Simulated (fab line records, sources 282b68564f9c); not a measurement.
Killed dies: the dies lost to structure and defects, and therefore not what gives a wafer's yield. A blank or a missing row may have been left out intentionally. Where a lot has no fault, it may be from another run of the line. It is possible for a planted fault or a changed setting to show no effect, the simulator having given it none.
The tool behind it: which one? + flow ritCmos + 7 lots, 21 wafers sampled, at 2 steps of a route of 202

== WHAT EACH GAUGE READ, for each wafer ==
RIT_CONTACT_CD_MEAS_08 targets a cd of 1000 nm.
| lot  | measured    | on       | cdNm (nm)            |
|------|-------------|----------|----------------------|
| L418 | day 3 10:25 | cdSem-01 | 1001.9 1002.3 1001.6 |
| L420 | day 3 19:40 | cdSem-02 | 998.2 996.4 997.5    |
| L423 | day 4 13:39 | cdSem-01 | 1001.8 1001.4 1000.8 |
| L426 | day 5 05:56 | cdSem-02 | 930.2 929.0 929.7    |
| L430 | day 6 00:22 | cdSem-02 | 995.4 997.4 996.7    |
| L437 | day 7 17:29 | cdSem-01 | 1000.1 999.8 999.6   |
| L440 | day 8 15:24 | cdSem-01 | 998.3 997.5 998.6    |

== EACH LOT AND THE TOOL THAT RAN IT (in order: tool; ch and the chambers of the sampled wafers; start) ==
| lot  | RIT_CONTACT_EXPOSE_05             |
|------|-----------------------------------|
| L418 | ilineStepper-02 ch 0, day 3 09:54 |
| L420 | ilineStepper-02 ch 0, day 3 19:07 |
| L423 | ilineStepper-02 ch 0, day 4 12:59 |
| L426 | ilineStepper-01 ch 0, day 5 05:26 |
| L430 | ilineStepper-02 ch 0, day 5 23:48 |
| L437 | ilineStepper-02 ch 0, day 7 16:58 |
| L440 | ilineStepper-02 ch 0, day 8 14:53 |
- RIT_CONTACT_EXPOSE_05: exposes mask M11, target cd 1000 nm.

== THE ANSWER, worked out from the rows above alone ==
Rule: what is usual is taken from the lots themselves. The widest of any qualifying gaps counts: lots, ordered by their means at a reading, are off when they make up no more than a third of the lots, leave a main group of 4 or more, and stand apart from it by 3 or more times the standard deviation of that group's means. Not used: any main group whose means are identical at the precision the tables above print for the reading. Also off: a lot with no number at a reading for which 4 or more lots have one. All remaining lots with rows at the step are treated as sound.
Off at RIT_CONTACT_CD_MEAS_08 (cdNm): L426. Mean 999.2 nm and standard deviation 2 in the main group.
If a tool, at a process step before that reading, ran all the lots that are off and no sound lot after the first of them, it fits. The gauges at RIT_CONTACT_CD_MEAS_08 are tried like those tools. One fits: RIT_CONTACT_EXPOSE_05 on ilineStepper-01. It ran no sound lot before its first lot that is off in this sample, so the start can't be narrowed down.

== WHAT WAS PUT IN BY THE SIMULATOR ==
Drift in process parameters on ilineStepper-01 at RIT_CONTACT_EXPOSE_05, starting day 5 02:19. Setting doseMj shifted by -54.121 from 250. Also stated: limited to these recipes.
Lots struck among those shown: L426. Same finding as the rule above.
